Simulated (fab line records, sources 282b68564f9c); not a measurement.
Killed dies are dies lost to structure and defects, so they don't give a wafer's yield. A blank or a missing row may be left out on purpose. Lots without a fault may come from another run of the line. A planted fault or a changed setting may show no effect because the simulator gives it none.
A struck lot beside a sound one | flow rit_cmos | 15 steps out of a route of 202
Sound: wafers L646.3, L646.4, L646.5. Struck: wafer L654.2. (L654.1, L654.4 of the same lot were not struck and are left out.) The cause comes at the end.
At each step with rows: each side's tool, then ch and its chambers, then its first start. Under that, the readings that differ: sound wafers | struck wafers | difference of the means | sigmas: that difference in standard deviations of wafers without a fault.
alike: readings whose means differ by less than 2 such deviations, and words and numbers that are the same on both sides. not compared: withheld readings, readings that some wafer has no value for, bounds like >300 that may hide the same value, and numbers for which the record gives no deviation and whose values overlap.
The two part at a step that has a row with sigmas, a row that says differs or no value, or rows on one side only. Numbers that don't overlap but have no deviation are shown without sigmas and don't part them. A reading that every wafer of one side lacks parts them only if that side has two wafers or more.

RIT_GATE_THK_MEAS_07:
  sound on film_metro-03, day 4 22:58; struck on film_metro-01, day 6 13:19
  alike: GATE_OXIDE_THK
then, 1 step without rows for these wafers: RIT_GATE_CVD_08 (deposits poly-Si from SiH4, target thk 250 nm, time 2220 s).
RIT_GATE_THK_MEAS_09:
  sound on film_metro-03, day 5 00:38; struck on film_metro-01, day 6 15:09
  alike: GATE_POLY_THK
then, 6 steps without rows for these wafers: RIT_GATE_HMDS_10 (prime time 60 s); RIT_GATE_COAT_11 (resist thk 857.1 nm); RIT_GATE_SOFTBAKE_12 (time 60 s); RIT_GATE_EXPOSE_13 (exposes mask M6, target cd 150 nm); RIT_GATE_PEB_14; RIT_GATE_DEVELOP_15 (develop time 50 s).
RIT_GATE_CD_MEAS_16: target cd 150 nm.
  sound on cd_sem-02, day 5 01:42; struck on cd_sem-02, day 6 16:04
  alike: cd_nm
RIT_GATE_OVL_MEAS_17:
  sound on overlay-01, day 5 01:47; struck on overlay-02, day 6 16:11
  alike: GATE_OVL
then, 1 step without rows for these wafers: RIT_GATE_HARDBAKE_18 (time 60 s).
RIT_GATE_ETCH_19: etches poly-Si in SF6/CHF3/O2, stops on SiO2, time 165 s, target depth 312.5 nm.
  sound on rie_si-02 ch 1,2,3, day 5 02:04; struck on rie_si-02 ch 0, day 6 16:34
  reading                                   | sound             | struck | difference | sigmas
  model.NOVOLAK_of_GATE_COAT_11.thk_nm (nm) | 676.8 681.6 675.7 | 667.7  | -10.3      |
  alike: SF6_flow_sccm, drypump_motor_current_A, oes_product_au, rf_fwd_power_W, throttle_valve_pct
  not compared: rf_hours_counter_h
RIT_GATE_STRIP_20: strips in O2, time 180 s.
  sound on plasma_asher-03 ch 0,1, day 5 02:14; struck on plasma_asher-03 ch 1, day 6 16:41
  reading                | sound | struck | difference                   | sigmas
  rf_hours_counter_h (h) | - - - | 35     | no value on the sound wafers |
  alike: drypump_motor_current_A
RIT_M1_PROBE_99:
  sound on prober-02, day 6 00:10; struck on prober-02, day 7 13:50
  alike: killed_at_contacts, killed_at_front_end, killed_dies, killed_on_rim, killed_open, killed_short

WHERE THEY PART
Only at RIT_GATE_STRIP_20, within this record. Later steps at which nothing parts them and some readings are alike: RIT_M1_PROBE_99.

WHY: what the simulator had put in
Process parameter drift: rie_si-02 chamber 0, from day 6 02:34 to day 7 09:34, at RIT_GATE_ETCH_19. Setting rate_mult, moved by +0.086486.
